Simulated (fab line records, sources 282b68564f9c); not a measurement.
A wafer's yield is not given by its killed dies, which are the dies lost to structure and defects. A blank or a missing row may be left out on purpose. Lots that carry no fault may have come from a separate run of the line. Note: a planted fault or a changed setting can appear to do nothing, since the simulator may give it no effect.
fab line records	flow rit_cmos
record: lots: 15	wafers: 45	last_day: 7
route steps=202 shown WELLDRIVE@50 NWELL@51 PWELL@52 M1@202
lots that met no fault: from a run of the same line without faults
start_h: hours from the record's opening day to when the first of the lot's shown wafers began	wait_h: hours since the lot's step before	" as in the row above	L1.1+2: a row that stands for several wafers	- no value, or no start given	* or withheld: withheld	< > ~ a bound
route shown NAME@n: names a module that has steps shown in the file, with the first one's number in the route	usual: mean/standard deviation taken from wafers without a fault	same: alike in all rows	chamber/n: place in a boat	sites: each site's reading	_std_site: the standard deviation of these	_edge_site: outer sites' mean less inner sites'	radius_mm: for every site, how far away it sits from the centre of the wafer	mask NAME#n: copy n	behind: the tool/chamber that last shaped the wafer	hold: the reason the lot was held/the length of the hold in hours/how it ended	device: which transistor (n, p or np) failed to switch	end of line: the route-end tests of the same wafers	a step without rows: its recipe alone	killed: the dies lost at the first sort to structure and to defects; this is not the yield of the wafer	map: shows each die of a wafer: x if killed, . if not, _ if none is there
set.NAME: the run value of the setting; set.NAME@STEP: its run value at that earlier step	model.NAME: the simulator's own value behind a step, which no gauge read
the route's steps for a sample of lots (tables are steps, rows are wafers)
services: a tool's chamber out of use, with start hour (start_h, from the record's first day; less than 0 if before it), hours out, and reason
== steps ==
step: RIT_WELLDRIVE_ANNEAL_00
recipe: temp_c: 1100	time_s: 14700	ambient: N2
usual: run_length_s: 18269/6.9
lot.wafer	tool	chamber	start_h	wait_h	run_length_s
L920.2	furnace-04	0	27.60	1.0	18269
L920.5	"	0	"	"	18269
L920.6	"	0	"	"	18269
L921.1	furnace-01	0	37.59	2.7	18276
L921.2	"	0	"	"	18276
L921.4	"	0	"	"	18276
L922.1	furnace-01	0	37.59	0.9	18273
L922.2	"	0	"	"	18273
L922.3	"	0	"	"	18273
L923.2	furnace-04	0	43.32	1.5	18264
L923.3	"	0	"	"	18264
L923.5	"	0	"	"	18264
L924.1	furnace-04	0	48.65	0.4	18270
L924.2	"	0	"	"	18270
L924.5	"	0	"	"	18270
L925.2	furnace-03	0	52.19	1.4	18261
L925.4	"	0	"	"	18261
L925.6	"	0	"	"	18261
L926.3	furnace-01	0	55.30	0.4	18277
L926.4	"	0	"	"	18277
L926.5	"	0	"	"	18277
L927.3	furnace-04	0	59.47	0.0	18276
L927.5	"	0	"	"	18276
L927.6	"	0	"	"	18276
L928.1	furnace-04	0	64.68	0.1	12401
L928.2	"	0	"	"	12401
L928.6	"	0	"	"	12401
L929.1	furnace-04	0	71.14	0.1	12385
L929.3	"	0	"	"	12385
L929.4	"	0	"	"	12385
L930.3	furnace-04	0	77.79	2.4	12385
L930.4	"	0	"	"	12385
L930.5	"	0	"	"	12385
L938.3	furnace-03	0	122.99	1.9	18252
L938.4	"	0	"	"	18252
L938.5	"	0	"	"	18252
L939.1	furnace-01	0	126.17	1.1	18267
L939.3	"	0	"	"	18267
L939.5	"	0	"	"	18267
L940.2	furnace-01	0	126.17	0.9	18274
L940.3	"	0	"	"	18274
L940.5	"	0	"	"	18274
L942.1	furnace-04	0	140.02	1.1	18269
L942.3	"	0	"	"	18269
L942.4	"	0	"	"	18269
step: RIT_WELLDRIVE_RS_MEAS_01
recipe: thk_meas_gauge: four-point-probe
usual: NWELL_RS: 275.7/0.8
lot.wafer	tool	chamber	start_h	wait_h	NWELL_RS[ohm/sq]
L920.2	film_metro-04	-	32.70	0.0	276.7
L920.5	"	-	"	"	276.3
L920.6	"	-	"	"	275.7
L921.1	film_metro-04	-	42.68	0.0	275.4
L921.2	"	-	"	"	275.6
L921.4	"	-	"	"	276.0
L922.1	film_metro-02	-	42.68	0.0	276.7
L922.2	"	-	"	"	276.9
L922.3	"	-	"	"	276.5
L923.2	film_metro-02	-	48.42	0.0	275.9
L923.3	"	-	"	"	274.5
L923.5	"	-	"	"	275.4
L924.1	film_metro-04	-	53.74	0.0	274.7
L924.2	"	-	"	"	275.7
L924.5	"	-	"	"	275.1
L925.2	film_metro-04	-	57.29	0.0	273.1
L925.4	"	-	"	"	274.3
L925.6	"	-	"	"	274.0
L926.3	film_metro-02	-	60.43	0.0	277.0
L926.4	"	-	"	"	276.5
L926.5	"	-	"	"	276.8
L927.3	film_metro-01	-	64.59	0.0	273.8
L927.5	"	-	"	"	275.2
L927.6	"	-	"	"	274.0
L928.1	film_metro-04	-	69.77	1.6	301.5
L928.2	"	-	"	"	302.0
L928.6	"	-	"	"	301.6
L929.1	film_metro-04	-	76.22	1.6	301.0
L929.3	"	-	"	"	301.1
L929.4	"	-	"	"	300.3
L930.3	film_metro-01	-	82.91	1.7	300.2
L930.4	"	-	"	"	300.0
L930.5	"	-	"	"	300.3
L938.3	film_metro-04	-	128.11	0.0	275.5
L938.4	"	-	"	"	276.1
L938.5	"	-	"	"	275.5
L939.1	film_metro-01	-	131.25	0.0	276.9
L939.3	"	-	"	"	275.9
L939.5	"	-	"	"	276.8
L940.2	film_metro-02	-	131.27	0.0	275.3
L940.3	"	-	"	"	275.7
L940.5	"	-	"	"	276.2
L942.1	film_metro-01	-	145.11	0.0	274.7
L942.3	"	-	"	"	275.8
L942.4	"	-	"	"	274.2
step: RIT_WELLDRIVE_RS_MEAS_02
recipe: thk_meas_gauge: four-point-probe
usual: PWELL_RS: 430.9/1.3
lot.wafer	tool	chamber	start_h	wait_h	PWELL_RS[ohm/sq]
L920.2	film_metro-04	-	32.82	0.1	430.9
L920.5	"	-	"	"	429.9
L920.6	"	-	"	"	430.6
L921.1	film_metro-04	-	42.80	0.1	431.3
L921.2	"	-	"	"	432.4
L921.4	"	-	"	"	431.4
L922.1	film_metro-02	-	42.80	0.1	432.0
L922.2	"	-	"	"	432.3
L922.3	"	-	"	"	431.0
L923.2	film_metro-02	-	48.54	0.1	432.1
L923.3	"	-	"	"	432.2
L923.5	"	-	"	"	431.1
L924.1	film_metro-04	-	53.86	0.1	432.8
L924.2	"	-	"	"	432.8
L924.5	"	-	"	"	432.0
L925.2	film_metro-04	-	57.41	0.1	428.7
L925.4	"	-	"	"	431.2
L925.6	"	-	"	"	430.3
L926.3	film_metro-02	-	60.55	0.1	428.7
L926.4	"	-	"	"	429.0
L926.5	"	-	"	"	429.4
L927.3	film_metro-01	-	64.71	0.1	429.6
L927.5	"	-	"	"	430.2
L927.6	"	-	"	"	430.3
L928.1	film_metro-04	-	69.89	0.1	457.0
L928.2	"	-	"	"	458.3
L928.6	"	-	"	"	457.3
L929.1	film_metro-04	-	76.34	0.1	456.5
L929.3	"	-	"	"	456.4
L929.4	"	-	"	"	456.8
L930.3	film_metro-01	-	83.03	0.1	454.3
L930.4	"	-	"	"	456.1
L930.5	"	-	"	"	455.5
L938.3	film_metro-04	-	128.23	0.1	429.3
L938.4	"	-	"	"	430.0
L938.5	"	-	"	"	430.2
L939.1	film_metro-01	-	131.37	0.1	430.9
L939.3	"	-	"	"	431.3
L939.5	"	-	"	"	430.8
L940.2	film_metro-02	-	131.39	0.1	434.0
L940.3	"	-	"	"	433.3
L940.5	"	-	"	"	432.9
L942.1	film_metro-01	-	145.23	0.1	429.6
L942.3	"	-	"	"	431.8
L942.4	"	-	"	"	431.4
step: RIT_M1_PROBE_99
usual: killed_at_M0_to_M3: 0.0/0.12	killed_at_contacts: 0.1/0.25	killed_at_front_end: 7/3.2	killed_dies: 7/3.2	killed_open: 3.5/2.2	killed_short: 3.6/2.1
same: gross_dies: 264	killed_at_M4_up: 0	killed_at_back_side: 0	killed_at_other: 0
lot.wafer	tool	chamber	start_h	wait_h	killed_at_M0_to_M3	killed_at_contacts	killed_at_front_end	killed_dies	killed_open	killed_short
L940.2	prober-01	-	163.32	0.1	0	0	14	14	7	7
L940.3	prober-01	-	163.37	0.2	0	0	10	10	3	7
L940.5	prober-01	-	163.47	0.2	0	0	8	8	6	2
killed by level:class
L940.2 GATE:geometric_particle:open=5 GATE:geometric_particle:short=4 SILICIDE:geometric_particle:short=2 FOX1:geometric_particle:open=1 REOX:geometric_particle:open=1 REOX:geometric_particle:short=1
L940.3 GATE:geometric_particle:short=4 GATE:geometric_particle:open=2 FOX1:geometric_particle:short=1 FOX2:geometric_particle:short=1 SPACER:geometric_particle:short=1 SILICIDE:geometric_particle:open=1
L940.5 GATE:geometric_particle:open=3 SPACER:geometric_particle:open=1 REOX:geometric_particle:short=1 REOX:geometric_particle:open=1 SPACER:geometric_particle:short=1 SILICIDE:geometric_particle:open=1
== services ==
tool	chamber	start_h	hours	kind
furnace-04	-	19.27	4.0	pm
furnace-01	-	20.56	2.9	pm
furnace-01	-	23.43	3.4	pm
furnace-04	-	126.82	4.3	pm
== key ==
first_sign: step: RIT_WELLDRIVE_ANNEAL_00	reading: run_length_s	direction: down	sigmas: 99+	usual: *	struck: *
effect: step: RIT_WELLDRIVE_RS_MEAS_01	reading: NWELL_RS	direction: up	sigmas: 31	usual: 275.7	struck: 300.9
effect: step: RIT_WELLDRIVE_RS_MEAS_02	reading: PWELL_RS	direction: up	sigmas: 20	usual: 430.9	struck: 456.5
met_at RIT_WELLDRIVE_ANNEAL_00
struck_lots L928,L929,L930
tester_left_out L928,L929,L930
fault: kind: process_parameter_drift	tool: furnace-04	chamber: -	onset_h: 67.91	steps: RIT_WELLDRIVE_ANNEAL_00	channel: time_s	offset: *	shape: step	end_h: 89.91	acts_in: *	stated: *
tester_left_out: of these lots the tester's yield and bins aren't shown, on N5 and GAA mostly nor the transistor test; their killed dies are dies lost to structure and defects alone, not to doping, threshold or leakage, so they don't give the yield
